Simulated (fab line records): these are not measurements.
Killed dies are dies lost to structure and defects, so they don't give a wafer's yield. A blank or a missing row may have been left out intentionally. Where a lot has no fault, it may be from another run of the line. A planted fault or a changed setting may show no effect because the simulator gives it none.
Which tool is to blame? | flow rit cmos | Sampling: 13 lots, 39 wafers, 2 of 202 route steps

== WHAT THE GAUGES READ, wafer by wafer ==
RIT_FOX2_THK_MEAS_91.
lot  | measured    | on            | FIELD_OXIDE_LEFT_2_THK (nm)
L625 | day 2 10:13 | film metro-04 | 256 259 248
L626 | day 2 16:10 | film metro-04 | 255 265 255
L628 | day 3 07:20 | film metro-04 | 256 248 252
L633 | day 4 01:22 | film metro-04 | 226 223 228
L639 | day 5 05:59 | film metro-02 | 246 241 242
L641 | day 5 16:41 | film metro-02 | 257 253 255
L642 | day 5 21:33 | film metro-04 | 255 245 254
L643 | day 6 03:22 | film metro-04 | 249 255 250
L644 | day 6 06:58 | film metro-04 | 251 247 252
L645 | day 6 12:34 | film metro-01 | 252 247 256
L646 | day 6 16:29 | film metro-01 | 254 254 260
L647 | day 6 22:34 | film metro-01 | 257 257 264
L648 | day 7 02:43 | film metro-02 | 262 260 262

== TOOL THAT RAN EACH LOT (tool first, then ch and the chambers of the sampled wafers, then the start) ==
lot  | RIT_GATE_CLEAN_04
L625 | wet bench-03 ch 3, day 2 10:11
L626 | wet bench-01 ch 0, day 2 16:07
L628 | wet bench-01 ch 2, day 3 07:18
L633 | wet bench-01 ch 2, day 4 01:21
L639 | wet bench-03 ch 0, day 5 05:58
L641 | wet bench-03 ch 0, day 5 16:40
L642 | wet bench-04 ch 2, day 5 21:30
L643 | wet bench-03 ch 0, day 6 03:20
L644 | wet bench-03 ch 1, day 6 06:54
L645 | wet bench-04 ch 1, day 6 12:33
L646 | wet bench-03 ch 3, day 6 16:28
L647 | wet bench-04 ch 1, day 6 22:32
L648 | wet bench-03 ch 0, day 7 02:41
- RIT_GATE_CLEAN_04: cleans in dHF, time 60 s.

== AS READ BY THE TOOLS THEMSELVES (means over the sampled wafers that have a number; for cases with no such wafer, the mark the record gives instead) ==
RIT_GATE_CLEAN_04.
lot  | tool         | run length s (s)
L625 | wet bench-03 | 93
L626 | wet bench-01 | 94
L628 | wet bench-01 | 88
L633 | wet bench-01 | 328
L639 | wet bench-03 | 96
L641 | wet bench-03 | 94
L642 | wet bench-04 | 85
L643 | wet bench-03 | 88
L644 | wet bench-03 | 85
L645 | wet bench-04 | 88
L646 | wet bench-03 | 86
L647 | wet bench-04 | 87
L648 | wet bench-03 | 89

== THE ANSWER, worked out from the rows above alone ==
Rule: the usual values come from the lots themselves. The widest of any qualifying gaps counts: lots, ordered by their means at a reading, are off when they make up no more than a third of the lots, leave a main group of 4 or more, and stand apart from it by 3 or more times the standard deviation of that group's means. A main group whose means are all the same, to the digits that the tables above print for the reading, isn't used. A lot without any number at a reading at which 4 lots or more have one is off too. All remaining lots with rows at the step are treated as sound. First the gauges in route order, then the tools' own readings, where a lot's mean is used as printed above. At the first step where some lot is off, the reading lying furthest off is the one used; lots without a number count as furthest.
Off: L633, at RIT_FOX2_THK_MEAS_91 (FIELD_OXIDE_LEFT_2_THK). The main group has a mean of 254 nm with a standard deviation of 4.7.
If a tool, at a process step before that reading, ran all the lots that are off and no sound lot after the first of them, it fits. The gauges at RIT_FOX2_THK_MEAS_91 aren't tried: what is off there is off at RIT_GATE_CLEAN_04 too, on other tools, and a gauge's error can't cause that. One candidate fits, namely wet bench-01 at RIT_GATE_CLEAN_04. A fault onset in the window from L628 (day 3 07:18, its last sound lot) to L633 (day 4 01:21, its first lot off) fits.
The tool's own readings at RIT_GATE_CLEAN_04 bear it out: on the lots that are off they differ by more than 5 times the standard deviation of the sound lots' means. run length s reads 328 s there against 89 s on the sound lots.

== WHAT WAS PUT IN BY THE SIMULATOR ==
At RIT_GATE_CLEAN_04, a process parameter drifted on wet bench-01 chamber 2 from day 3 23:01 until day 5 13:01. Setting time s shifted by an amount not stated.
Shown lots that were struck: L633. This agrees with what the rule above found.
